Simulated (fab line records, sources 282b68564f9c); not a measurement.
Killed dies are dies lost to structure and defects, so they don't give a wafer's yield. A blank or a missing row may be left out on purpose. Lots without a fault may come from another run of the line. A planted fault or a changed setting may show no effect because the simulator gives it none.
A struck lot beside a sound one | flow rit_cmos | 39 steps out of a route of 202
Sound: wafers L624.3, L624.5, L624.6. Struck: wafers L628.1, L628.3, L628.5. The cause comes at the end.
At each step with rows: each side's tool, then ch and its chambers, then its first start. Under that, the readings that differ: sound wafers | struck wafers | difference of the means | sigmas: that difference in standard deviations of wafers without a fault.
alike: readings whose means differ by less than 2 such deviations, and words and numbers that are the same on both sides. not compared: withheld readings, readings that some wafer has no value for, bounds like >300 that may hide the same value, and numbers for which the record gives no deviation and whose values overlap.
The two part at a step that has a row with sigmas, a row that says differs or no value, or rows on one side only. Numbers that don't overlap but have no deviation are shown without sigmas and don't part them. A reading that every wafer of one side lacks parts them only if that side has two wafers or more.

first, 3 steps without rows for these wafers: RIT_GATE_EXPOSE_13 (exposes mask M6, target cd 150 nm); RIT_GATE_PEB_14; RIT_GATE_DEVELOP_15 (develop time 50 s).
RIT_GATE_CD_MEAS_16: target cd 150 nm.
  sound on cd_sem-02, day 4 21:37; struck on cd_sem-01, day 5 14:29
  alike: cd_nm
RIT_GATE_OVL_MEAS_17:
  sound on overlay-02, day 4 21:43; struck on overlay-02, day 5 14:36
  alike: GATE_OVL
then, 1 step without rows for these wafers: RIT_GATE_HARDBAKE_18 (time 60 s).
RIT_GATE_ETCH_19: etches poly-Si in SF6/CHF3/O2, stops on SiO2, time 165 s, target depth 312.5 nm.
  sound on rie_si-02 ch 0,1, day 4 21:53; struck on rie_si-02 ch 0,1,3, day 5 14:47
  alike: chamber_pressure_mTorr, drypump_motor_current_A, oes_product_au, throttle_valve_pct
  not compared: rf_hours_counter_h
RIT_GATE_STRIP_20: strips in O2, time 180 s.
  sound on plasma_asher-02 ch 0,1, day 4 22:03; struck on plasma_asher-01 ch 1, day 5 14:54
  alike: chamber_pressure_mTorr, drypump_motor_current_A, rf_refl_power_W
  not compared: rf_hours_counter_h
RIT_GATE_CD_MEAS_90: target cd 150 nm.
  sound on cd_sem-02, day 4 22:12; struck on cd_sem-02, day 5 15:04
  alike: cd_nm
then, 3 steps without rows for these wafers: RIT_REOX_CLEAN_00 (cleans in SC1, time 600 s); RIT_REOX_CLEAN_01 (cleans in dHF, time 30 s); RIT_REOX_CLEAN_02 (cleans in SC2, time 600 s).
RIT_REOX_OXIDATION_03: target thk 25.2 nm, ox time 5580 s.
  sound on furnace-04 ch 0, day 4 22:47; struck on furnace-04 ch 0, day 5 17:14
  reading                                     | sound             | struck            | difference | sigmas
  spike_tc_centre_C (C)                       | 902.5 903.6 902.1 | 883.5 882.6 883.8 | -19.4      | -20
  model.SiO2_of_REOX_OXIDATION_03.thk_nm (nm) | 25.04 24.72 24.86 | 22.53 23.5 24.3   | -1.43      |
  alike: spike_tc_source_C
RIT_REOX_THK_MEAS_04:
  sound on film_metro-04, day 5 01:21; struck on film_metro-01, day 5 19:47
  reading             | sound          | struck         | difference | sigmas
  REOX_OXIDE_THK (nm) | 25.0 24.7 24.9 | 22.5 23.5 24.3 | -1.4       | -3
then, 6 steps without rows for these wafers: RIT_NLDD_HMDS_00 (prime time 60 s); RIT_NLDD_COAT_01 (resist thk 1000 nm); RIT_NLDD_SOFTBAKE_02 (time 60 s); RIT_NLDD_EXPOSE_03 (exposes mask M7, target cd 40700 nm); RIT_NLDD_PEB_04; RIT_NLDD_DEVELOP_05 (develop time 50 s).
RIT_NLDD_OVL_MEAS_06:
  sound on overlay-02, day 5 02:15; struck on overlay-01, day 5 20:49
  alike: NLDD_OVL
then, 2 steps without rows for these wafers: RIT_NLDD_HARDBAKE_07 (time 60 s); RIT_NLDD_IMPLANT_08.
RIT_NLDD_STRIP_09: strips in O2, time 180 s.
  sound on plasma_asher-03 ch 0,1, day 5 02:38; struck on plasma_asher-04 ch 0,1, day 5 21:10
  reading                        | sound          | struck         | difference | sigmas
  chamber_pressure_mTorr (mTorr) | 3993 3998 3988 | 4013 4005 3999 | +13        | +3
  alike: drypump_motor_current_A, rf_refl_power_W
  not compared: rf_hours_counter_h
RIT_NLDD_TW_MEAS_10:
  sound on film_metro-03, day 5 02:46; struck on film_metro-04, day 5 21:20
  reading | sound          | struck         | difference | sigmas
  NLDD_TW | 2419 2409 2417 | 2476 2485 2479 | +65        | +2
then, 6 steps without rows for these wafers: RIT_PLDD_HMDS_00 (prime time 60 s); RIT_PLDD_COAT_01 (resist thk 1000 nm); RIT_PLDD_SOFTBAKE_02 (time 60 s); RIT_PLDD_EXPOSE_03 (exposes mask M8, target cd 40900 nm); RIT_PLDD_PEB_04; RIT_PLDD_DEVELOP_05 (develop time 50 s).
RIT_PLDD_OVL_MEAS_06:
  sound on overlay-02, day 5 03:48; struck on overlay-01, day 5 22:28
  alike: PLDD_OVL
then, 2 steps without rows for these wafers: RIT_PLDD_HARDBAKE_07 (time 60 s); RIT_PLDD_IMPLANT_08.
RIT_PLDD_STRIP_09: strips in O2, time 180 s.
  sound on plasma_asher-04 ch 0,1, day 5 04:11; struck on plasma_asher-01 ch 0,1, day 5 22:49
  alike: chamber_pressure_mTorr, drypump_motor_current_A, rf_refl_power_W
  not compared: rf_hours_counter_h
RIT_PLDD_TW_MEAS_10:
  sound on film_metro-02, day 5 04:19; struck on film_metro-04, day 5 22:59
  alike: PLDD_TW
RIT_SPACER_CLEAN_00: cleans in SC1, time 600 s.
  sound on wet_bench-03 ch 2, day 5 04:22; struck on wet_bench-02 ch 1, day 5 23:03
  reading                                     | sound             | struck            | difference | sigmas
  temp_c (C)                                  | 74.98 74.60 74.98 | 75.12 75.19 75.01 | +0.25      | +2
  model.SiO2_of_REOX_OXIDATION_03.thk_nm (nm) | 23.1 22.79 22.94  | 20.78 21.67 22.41 | -1.32      |
then, 1 step without rows for these wafers: RIT_SPACER_CLEAN_01 (cleans in dHF, time 30 s).
RIT_M1_PROBE_99:
  sound on prober-02, day 5 18:05; struck on prober-02, day 6 12:43
  reading                    | sound             | struck          | difference | sigmas
  model.etest.nldd.rs_ohm_sq | 377.4 369.6 376.2 | 335 350.2 366.9 | -24        |
  alike: killed_at_contacts, killed_at_front_end, killed_dies, killed_open, killed_short
  not compared: model.etest.pmos_turned.r_on_ohm_um, model.etest.pmos_0p3.r_on_ohm_um, model.etest.pmos_0p15.r_on_ohm_um, model.etest.pldd.rs_ohm_sq, model.etest.nmos_turned.drive_ua_um, model.etest.pldd.line_ohm_um, model.etest.pmos_turned.drive_ua_um

WHERE THEY PART
First at RIT_REOX_OXIDATION_03; last, within this record, at RIT_SPACER_CLEAN_00. Later steps at which nothing parts them and some readings are alike: RIT_M1_PROBE_99.

WHY: what the simulator had put in
Process parameter drift: furnace-04, from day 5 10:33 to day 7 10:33, at RIT_REOX_OXIDATION_03. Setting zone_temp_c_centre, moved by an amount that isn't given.
